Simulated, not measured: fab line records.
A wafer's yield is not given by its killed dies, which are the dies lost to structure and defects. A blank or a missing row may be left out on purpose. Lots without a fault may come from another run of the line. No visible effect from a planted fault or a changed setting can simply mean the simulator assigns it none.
Which tool is to blame? || flow berkeley cmos170 || Sampling: 15 lots, 45 wafers, 3 of 331 route steps

WHAT EACH GAUGE READ, for each wafer
UCB170_START_BOW_MEAS_00. Usual: INCOMING_BOW gives 0 um (standard deviation 5.7).
{"lot": "L765", "measured": "day 1 15:00", "on": "film metro-01", "INCOMING_BOW (um)": "-6 4 -8", "flag": ""}
{"lot": "L766", "measured": "day 1 20:01", "on": "film metro-04", "INCOMING_BOW (um)": "-9 2 -1", "flag": ""}
{"lot": "L767", "measured": "day 2 01:01", "on": "film metro-01", "INCOMING_BOW (um)": "4 -4 -5", "flag": ""}
{"lot": "L769", "measured": "day 2 11:02", "on": "film metro-02", "INCOMING_BOW (um)": "3 -7 5", "flag": ""}
{"lot": "L771", "measured": "day 2 21:00", "on": "film metro-02", "INCOMING_BOW (um)": "-2 2 -5", "flag": ""}
{"lot": "L774", "measured": "day 3 12:00", "on": "film metro-02", "INCOMING_BOW (um)": "-2 -9 -3", "flag": ""}
{"lot": "L775", "measured": "day 3 17:00", "on": "film metro-04", "INCOMING_BOW (um)": "8 0 -7", "flag": ""}
{"lot": "L776", "measured": "day 3 22:04", "on": "film metro-01", "INCOMING_BOW (um)": "7 13 9", "flag": ""}
{"lot": "L781", "measured": "day 4 23:00", "on": "film metro-02", "INCOMING_BOW (um)": "5 -4 -5", "flag": ""}
{"lot": "L782", "measured": "day 5 04:04", "on": "film metro-04", "INCOMING_BOW (um)": "3 3 -7", "flag": ""}
{"lot": "L783", "measured": "day 5 09:02", "on": "film metro-01", "INCOMING_BOW (um)": "1 -4 -7", "flag": ""}
{"lot": "L784", "measured": "day 5 14:02", "on": "film metro-04", "INCOMING_BOW (um)": "3 9 3", "flag": ""}
{"lot": "L785", "measured": "day 5 19:02", "on": "film metro-02", "INCOMING_BOW (um)": "-7 7 -1", "flag": ""}
{"lot": "L786", "measured": "day 6 00:00", "on": "film metro-02", "INCOMING_BOW (um)": "-2 1 -7", "flag": ""}
{"lot": "L787", "measured": "day 6 05:01", "on": "film metro-04", "INCOMING_BOW (um)": "0 -1 5", "flag": ""}

UCB170_NSD_CD_MEAS_06: the cd target is 1200 nm. Usual: cd nm 1199.8 nm, standard deviation 1.3.
{"lot": "L765", "measured": "day 6 22:40", "on": "cd sem-01", "cd nm (nm)": "1198.8 1200.1 1200.1", "flag": ""}
{"lot": "L766", "measured": "day 7 08:42", "on": "cd sem-02", "cd nm (nm)": "1200.0 1199.7 1200.4", "flag": ""}
{"lot": "L767", "measured": "day 7 12:47", "on": "cd sem-02", "cd nm (nm)": "1198.4 1199.5 1199.6", "flag": ""}
{"lot": "L769", "measured": "day 7 20:02", "on": "cd sem-02", "cd nm (nm)": "1200.8 1200.3 1200.2", "flag": ""}
{"lot": "L771", "measured": "day 8 04:54", "on": "cd sem-02", "cd nm (nm)": "1197.8 1200.3 1199.1", "flag": ""}
{"lot": "L774", "measured": "day 9 02:37", "on": "cd sem-02", "cd nm (nm)": "1201.2 1201.0 1200.8", "flag": ""}
{"lot": "L775", "measured": "day 9 02:48", "on": "cd sem-02", "cd nm (nm)": "1201.0 1201.8 1201.5", "flag": ""}
{"lot": "L776", "measured": "day 9 09:44", "on": "cd sem-02", "cd nm (nm)": "1200.7 1200.8 1199.8", "flag": ""}
{"lot": "L781", "measured": "day 10 10:29", "on": "cd sem-02", "cd nm (nm)": "1200.0 1199.5 1198.3", "flag": ""}
{"lot": "L782", "measured": "day 10 10:35", "on": "cd sem-01", "cd nm (nm)": "1199.2 1200.6 1199.2", "flag": ""}
{"lot": "L783", "measured": "day 10 10:50", "on": "cd sem-02", "cd nm (nm)": "1202.6 1201.1 1201.1", "flag": ""}
{"lot": "L784", "measured": "day 10 11:03", "on": "cd sem-01", "cd nm (nm)": "1199.7 1200.2 1198.5", "flag": ""}
{"lot": "L785", "measured": "day 11 04:29", "on": "cd sem-02", "cd nm (nm)": "1199.7 1199.5 1198.7", "flag": ""}
{"lot": "L786", "measured": "day 11 04:18", "on": "cd sem-02", "cd nm (nm)": "1200.3 1200.4 1201.1", "flag": ""}
{"lot": "L787", "measured": "day 11 08:35", "on": "cd sem-01", "cd nm (nm)": "1199.9 1200.6 1199.0", "flag": ""}

WHAT TOOL EACH LOT RAN ON (gives the tool, then ch and the chambers of the sampled wafers, and finally the start)
{"lot": "L765", "UCB170_ACTIVE_CLEAN_00": "wet bench-02 ch 1, day 3 16:29"}
{"lot": "L766", "UCB170_ACTIVE_CLEAN_00": "wet bench-04 ch 3, day 4 07:55"}
{"lot": "L767", "UCB170_ACTIVE_CLEAN_00": "wet bench-04 ch 3, day 4 12:34"}
{"lot": "L769", "UCB170_ACTIVE_CLEAN_00": "wet bench-03 ch 2, day 4 18:35"}
{"lot": "L771", "UCB170_ACTIVE_CLEAN_00": "wet bench-03 ch 3, day 5 06:49"}
{"lot": "L774", "UCB170_ACTIVE_CLEAN_00": "wet bench-02 ch 2, day 5 22:12"}
{"lot": "L775", "UCB170_ACTIVE_CLEAN_00": "wet bench-02 ch 2, day 5 22:12"}
{"lot": "L776", "UCB170_ACTIVE_CLEAN_00": "wet bench-03 ch 1, day 6 11:20"}
{"lot": "L781", "UCB170_ACTIVE_CLEAN_00": "wet bench-02 ch 0, day 7 07:34"}
{"lot": "L782", "UCB170_ACTIVE_CLEAN_00": "wet bench-02 ch 2, day 7 07:34"}
{"lot": "L783", "UCB170_ACTIVE_CLEAN_00": "wet bench-02 ch 3, day 7 17:55"}
{"lot": "L784", "UCB170_ACTIVE_CLEAN_00": "wet bench-02 ch 1, day 7 17:55"}
{"lot": "L785", "UCB170_ACTIVE_CLEAN_00": "wet bench-02 ch 0, day 8 00:37"}
{"lot": "L786", "UCB170_ACTIVE_CLEAN_00": "wet bench-02 ch 2, day 8 00:37"}
{"lot": "L787", "UCB170_ACTIVE_CLEAN_00": "wet bench-02 ch 2, day 8 10:34"}
- UCB170_ACTIVE_CLEAN_00: cleans in SPM, time 600 s.

WHAT THE TOOLS THEMSELVES READ (means of the sampled wafers that have a number; where no wafer has one, the mark that the record gives instead)
UCB170_ACTIVE_CLEAN_00. Usual: bath guard temp C 120.0 C, standard deviation 0.38; bath heat duty pct 13.5 %, standard deviation 1.7.
{"lot": "L765", "tool": "wet bench-02", "bath guard temp C (C)": 119.8, "bath heat duty pct (%)": 13.7, "flag": ""}
{"lot": "L766", "tool": "wet bench-04", "bath guard temp C (C)": 120.0, "bath heat duty pct (%)": 15.6, "flag": ""}
{"lot": "L767", "tool": "wet bench-04", "bath guard temp C (C)": 120.0, "bath heat duty pct (%)": 15.2, "flag": ""}
{"lot": "L769", "tool": "wet bench-03", "bath guard temp C (C)": 120.0, "bath heat duty pct (%)": 12.7, "flag": ""}
{"lot": "L771", "tool": "wet bench-03", "bath guard temp C (C)": 120.0, "bath heat duty pct (%)": 13.9, "flag": ""}
{"lot": "L774", "tool": "wet bench-02", "bath guard temp C (C)": "-", "bath heat duty pct (%)": "-", "flag": "OFF"}
{"lot": "L775", "tool": "wet bench-02", "bath guard temp C (C)": "-", "bath heat duty pct (%)": "-", "flag": "OFF"}
{"lot": "L776", "tool": "wet bench-03", "bath guard temp C (C)": "-", "bath heat duty pct (%)": "-", "flag": "OFF"}
{"lot": "L781", "tool": "wet bench-02", "bath guard temp C (C)": 119.3, "bath heat duty pct (%)": 11.6, "flag": ""}
{"lot": "L782", "tool": "wet bench-02", "bath guard temp C (C)": 120.0, "bath heat duty pct (%)": 12.4, "flag": ""}
{"lot": "L783", "tool": "wet bench-02", "bath guard temp C (C)": 120.1, "bath heat duty pct (%)": 12.5, "flag": ""}
{"lot": "L784", "tool": "wet bench-02", "bath guard temp C (C)": 120.0, "bath heat duty pct (%)": 13.9, "flag": ""}
{"lot": "L785", "tool": "wet bench-02", "bath guard temp C (C)": 119.5, "bath heat duty pct (%)": 11.9, "flag": ""}
{"lot": "L786", "tool": "wet bench-02", "bath guard temp C (C)": 119.8, "bath heat duty pct (%)": 13.1, "flag": ""}
{"lot": "L787", "tool": "wet bench-02", "bath guard temp C (C)": 119.9, "bath heat duty pct (%)": 13.0, "flag": ""}

THE ANSWER, worked out from the rows above alone
Rule: lot off if the mean of its wafers having a number is beyond 3 standard deviations from the usual mean. A lot without any number at a reading at which 4 lots or more have one is off too. Any other lot the step has rows for is counted as sound. First the gauges in route order, then the tools' own readings, where a lot's mean is used as printed above. At the first step where some lot is off, the reading lying furthest off is the one used; lots without a number count as furthest.
Off: L774, L775, L776 (UCB170_ACTIVE_CLEAN_00, bath guard temp C). Without a number there: L774, L775, L776.
A tool fits if, at that step or a process step before it, it ran every lot that is off, and no sound lot after the first of them. None of those tried fits.

WHAT THE SIMULATOR HAD INSERTED
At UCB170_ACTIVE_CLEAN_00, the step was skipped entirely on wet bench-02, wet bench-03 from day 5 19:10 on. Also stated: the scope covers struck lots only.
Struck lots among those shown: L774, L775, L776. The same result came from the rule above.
